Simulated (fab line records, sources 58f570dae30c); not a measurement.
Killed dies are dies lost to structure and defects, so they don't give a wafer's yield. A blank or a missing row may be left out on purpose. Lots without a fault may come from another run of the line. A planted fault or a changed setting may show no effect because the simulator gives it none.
Split-lot experiment | flow berkeley_cmos170 | 5 lots, 27 wafers read, on a route of 331 steps

THE SPLIT
At UCB170_V2_CVD_00 (deposits SiO2 from TEOS/O2, target thk 2000 nm, time 250 s), the setting time_s was moved away from the recipe's 250 s on 12 of the 27 wafers read, by -45.4% to +41.3%. The other wafers ran this setting at the recipe's value.

The file shows no step between the split and the reading.

THE READING
V2_TEOS_THK, in nm, at UCB170_V2_THK_MEAS_01. Fault-free wafers of this fab line usually give 2002 nm, standard deviation 24 nm.

wafer  | tool, chamber at the split | time_s as run, s | against the recipe | V2_TEOS_THK, nm | against lot-mates on the recipe
L077.1 | pecvd-01, 1                | 250              | recipe             | 1985            | -
L077.2 | pecvd-01, 0                | 205.2            | -17.9%             | 1659            | -358
L077.3 | pecvd-01, 2                | 205.2            | -17.9%             | 1631            | -386
L077.4 | pecvd-01, 2                | 250              | recipe             | 2049            | -
L077.5 | pecvd-01, 0                | 205.2            | -17.9%             | 1669            | -348
L077.6 | pecvd-01, 1                | 250              | recipe             | 2017            | -
L078.1 | pecvd-01, 2                | 173.6            | -30.6%             | 1363            | -662
L078.2 | pecvd-01, 1                | 173.6            | -30.6%             | 1387            | -638
L078.3 | pecvd-01, 0                | 173.6            | -30.6%             | 1380            | -645
L078.4 | pecvd-01, 2                | 250              | recipe             | 2030            | -
L078.5 | pecvd-01, 1                | 250              | recipe             | 2014            | -
L078.6 | pecvd-01, 0                | 250              | recipe             | 2032            | -
L080.1 | pecvd-04, 2                | 136.6            | -45.4%             | 1096            | -918
L080.2 | pecvd-04, 0                | 136.6            | -45.4%             | 1080            | -934
L080.3 | pecvd-04, 1                | 136.6            | -45.4%             | 1100            | -914
L080.4 | pecvd-04, 2                | 250              | recipe             | 2019            | -
L080.5 | pecvd-04, 0                | 250              | recipe             | 1998            | -
L080.6 | pecvd-04, 1                | 250              | recipe             | 2025            | -
L081.2 | pecvd-03, 2                | 250              | recipe             | 1985            | -
L081.3 | pecvd-03, 2                | 250              | recipe             | 2036            | -
L081.5 | pecvd-03, 2                | 250              | recipe             | 2039            | -
L084.1 | pecvd-01, 1                | 353.3            | +41.3%             | 2808            | +786
L084.2 | pecvd-01, 0                | 250              | recipe             | 2000            | -
L084.3 | pecvd-01, 2                | 353.3            | +41.3%             | 2825            | +803
L084.4 | pecvd-01, 2                | 250              | recipe             | 2027            | -
L084.5 | pecvd-01, 0                | 250              | recipe             | 2039            | -
L084.6 | pecvd-01, 1                | 353.3            | +41.3%             | 2868            | +846

THE FIT
A straight line over all 27 wafers: V2_TEOS_THK changes by +20.2 nm for each +1% of time_s; r = +1.00; the points scatter about the line by 21 nm.
The same after taking each lot's own level away (the mean of its wafers on the recipe; 27 wafers): +20.2 nm for each +1%; r = +1.00; scatter 22 nm.
On that fit, the largest move of time_s shifts the reading by 9.2e+02 nm.
The lots' own levels span 2014.0 to 2025.3 nm, that is 0.5 times the standard deviation above.
So the lot-to-lot level changes the slope little: the two slopes agree.
Check: with one of the wafers moved furthest among these (-45.4%) left out of the fit, the line predicts -923 nm for it against its lot-mates. It came out at -918 nm against them.

OTHER SPLITS ON THESE WAFERS
These wafers also went through other splits before the reading. Each is held against what the fit with the lots' levels taken away leaves over:
other split on the same wafers       | wafers away from the commonest value | r with V2_TEOS_THK (lot level and that fit taken away)
UCB170_PWELL_ETCH_14 target_depth_a  | 6                                    | -0.03
UCB170_ACTIVE_OXIDATION_02 ox_time_s | 18                                   | +0.26
UCB170_SPACER_CVD_00 time_s          | 12                                   | -0.15
UCB170_SILICIDE_SPUTTER_01 time_s    | 6                                    | -0.14

THE WHOLE CHAIN: every reading that the file lists as answering this split, in the file's order
step                  | what it does                                               | reading                                                                   | change (the file's fit)              | r (the file's)
UCB170_V2_CVD_00      | deposits SiO2 from TEOS/O2, target thk 2000 nm, time 250 s | SiO2_of_V2_CVD_00.thk_nm (the simulator's own value, which no gauge read) | +20.3 nm for each +1% of the setting | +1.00
UCB170_V2_THK_MEAS_01 |                                                            | V2_TEOS_THK                                                               | +20.3 for each +1% of the setting    | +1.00

THE FILE'S OWN FIT
V2_TEOS_THK changes by +20.3 nm for each +1% of time_s, r = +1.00.
